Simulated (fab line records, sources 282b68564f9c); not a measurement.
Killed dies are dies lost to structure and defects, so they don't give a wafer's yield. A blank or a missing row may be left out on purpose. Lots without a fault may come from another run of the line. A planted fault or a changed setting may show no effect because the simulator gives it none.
Which tool did it? | flow rit_cmos | 14 lots, 42 wafers sampled, at 2 steps of a route of 202

WHAT THE GAUGES READ, wafer by wafer
RIT_NSD_OVL_MEAS_06. Usual: NSD_OVL -0.3 nm, standard deviation 1.5.
lot  | measured    | on         | NSD_OVL (nm)      | flag
L433 | day 2 22:48 | overlay-01 | 0.7 0.8 0.3       |
L434 | day 3 03:17 | overlay-02 | -1.9 -1.1 0.2     |
L435 | day 3 10:13 | overlay-02 | -1.1 1.1 -0.3     |
L436 | day 3 14:34 | overlay-01 | 2.4 0.6 1.8       |
L437 | day 3 21:15 | overlay-01 | 0.1 -0.3 -1.3     |
L438 | day 4 01:48 | overlay-01 | -1.5 -0.4 2.0     |
L439 | day 4 06:08 | overlay-01 | 0.7 2.1 0.8       |
L440 | day 4 10:16 | overlay-01 | -1.6 0.4 0.9      |
L441 | day 5 00:53 | overlay-01 | 4.1 2.1 1.0       |
L442 | day 5 03:29 | overlay-02 | 0.1 0.6 -0.8      |
L443 | day 5 07:11 | overlay-02 | -0.8 -1.7 -0.9    |
L444 | day 5 11:07 | overlay-02 | -2.1 -3.5 -2.2    |
L453 | day 7 03:04 | overlay-02 | 419.5 418.5 419.7 | OFF
L455 | day 7 14:47 | overlay-02 | 420.2 420.0 417.9 | OFF

WHICH TOOL RAN EACH LOT (tool, then ch and the chambers of the sampled wafers, then the start)
lot  | RIT_NSD_EXPOSE_03
L433 | iline_stepper-02 ch 0, day 2 22:24
L434 | iline_stepper-02 ch 0, day 3 02:46
L435 | iline_stepper-02 ch 0, day 3 09:51
L436 | iline_stepper-02 ch 0, day 3 14:11
L437 | iline_stepper-01 ch 0, day 3 20:51
L438 | iline_stepper-02 ch 0, day 4 01:25
L439 | iline_stepper-01 ch 0, day 4 05:46
L440 | iline_stepper-02 ch 0, day 4 09:52
L441 | iline_stepper-02 ch 0, day 5 00:29
L442 | iline_stepper-02 ch 0, day 5 03:05
L443 | iline_stepper-02 ch 0, day 5 06:49
L444 | iline_stepper-01 ch 0, day 5 10:43
L453 | iline_stepper-01 ch 0, day 7 02:35
L455 | iline_stepper-01 ch 0, day 7 14:24
- RIT_NSD_EXPOSE_03: exposes mask M9, target cd 40700 nm.

WHAT THE TOOLS THEMSELVES READ (means of the sampled wafers that have a number; where no wafer has one, the mark that the record gives instead)
The record holds no such reading with a usual standard deviation.

THE ANSWER, worked out from the rows above alone
Rule: a lot is off if the mean of its wafers that have a number lies more than 3 standard deviations from the usual mean. A lot without any number at a reading at which 4 lots or more have one is off too. The other lots that the step has rows for count as sound. The gauges are gone through in route order, then the tools' own readings, and for those a lot's mean is taken as printed above. The first step at which some lot is off is used, and at that step the reading that is off furthest; a lot without a number counts as furthest.
Off: L453, L455, at RIT_NSD_OVL_MEAS_06 (NSD_OVL).
A tool fits if, at a process step before that reading, it ran every lot that is off, and no sound lot after the first of them. The gauges at RIT_NSD_OVL_MEAS_06 are tried like those tools. Can't be told from this: 2 tools fit, iline_stepper-01 at RIT_NSD_EXPOSE_03, overlay-02 at RIT_NSD_OVL_MEAS_06.

WHAT THE SIMULATOR HAD PUT IN
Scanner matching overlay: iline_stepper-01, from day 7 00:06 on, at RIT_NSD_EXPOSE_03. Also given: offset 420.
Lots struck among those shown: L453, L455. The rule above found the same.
